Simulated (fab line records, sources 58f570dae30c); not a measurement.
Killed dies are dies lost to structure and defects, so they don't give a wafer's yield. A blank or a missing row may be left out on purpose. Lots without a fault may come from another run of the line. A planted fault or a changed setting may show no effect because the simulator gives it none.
Chamber matching | flow berkeley_cmos170 | UCB170_ACTIVE_ETCH_15 on rie_diel-03: 4 sister chambers
The step etches Si3N4 in CH3F/Ar/O2, stops on SiO2, target depth 242 nm, time 151 s. 14 wafers are shown with their chamber, then 7 later ones without.

WAFERS WITH THEIR CHAMBER
wafer  | chamber | drypump_motor_current_A (A) | throttle_valve_pct (%) | oes_product_au (a.u.)
L864.2 | 3       | 5.8                         | 8.07                   | 0.946
L864.3 | 1       | 5.2                         | 8.09                   | 0.961
L864.4 | 3       | 5.8                         | 8.06                   | 0.933
L865.1 | 2       | 4.8                         | 8.28                   | 0.948
L865.5 | 3       | 5.8                         | 8.06                   | 0.948
L865.6 | 2       | 4.8                         | 8.30                   | 0.957
L868.1 | 2       | 4.8                         | 8.29                   | 0.950
L868.2 | 1       | 5.2                         | 8.10                   | 0.966
L868.3 | 0       | 6.7                         | 8.13                   | 0.952
L871.3 | 3       | 5.8                         | 8.08                   | 0.933
L871.4 | 1       | 5.2                         | 8.06                   | 0.953
L871.6 | 2       | 4.8                         | 8.30                   | 0.944
L877.1 | 0       | 6.6                         | 8.14                   | 0.945
L877.4 | 2       | 4.8                         | 8.29                   | 0.939

SIGNATURES (means of the wafers above)
reading                 | chamber 0 | chamber 1 | chamber 2 | chamber 3 | scatter within a chamber
drypump_motor_current_A | 6.650     | 5.200     | 4.800     | 5.800     | 0.0224
throttle_valve_pct      | 8.1350    | 8.0833    | 8.2920    | 8.0675    | 0.0121
oes_product_au          | 0.94850   | 0.96000   | 0.94760   | 0.94000   | 0.007
Rule: a wafer's distance from a chamber is the root of the sum, over the readings, of the square of ((its reading less the chamber's mean) divided by the reading's scatter). The wafer belongs to the nearest chamber; if the next one is less than 2 further off, it can't be placed. The scatter: the root of (the sum of the squares of (reading less its chamber's mean) over the shown wafers, divided by (wafers less chambers)).

WAFERS WITHOUT THEIR CHAMBER
wafer  | drypump_motor_current_A (A) | throttle_valve_pct (%) | oes_product_au (a.u.)
L877.5 | 4.8                         | 8.28                   | 0.954
L878.1 | 5.8                         | 8.06                   | 0.945
L878.4 | 4.8                         | 8.27                   | 0.936
L878.6 | 6.7                         | 8.14                   | 0.930
L881.1 | 4.8                         | 8.30                   | 0.936
L881.2 | 5.8                         | 8.07                   | 0.938
L881.5 | 5.2                         | 8.07                   | 0.948

WHICH CHAMBER EACH WENT THROUGH
wafer  | from the rows above | in truth
L877.5 | 2                   | 2
L878.1 | 3                   | 3
L878.4 | 2                   | 2
L878.6 | 0                   | 0
L881.1 | 2                   | 2
L881.2 | 3                   | 3
L881.5 | 1                   | 1
Placed correctly: 7 of 7. Can't be placed from these rows: 0. Placed wrongly: 0.
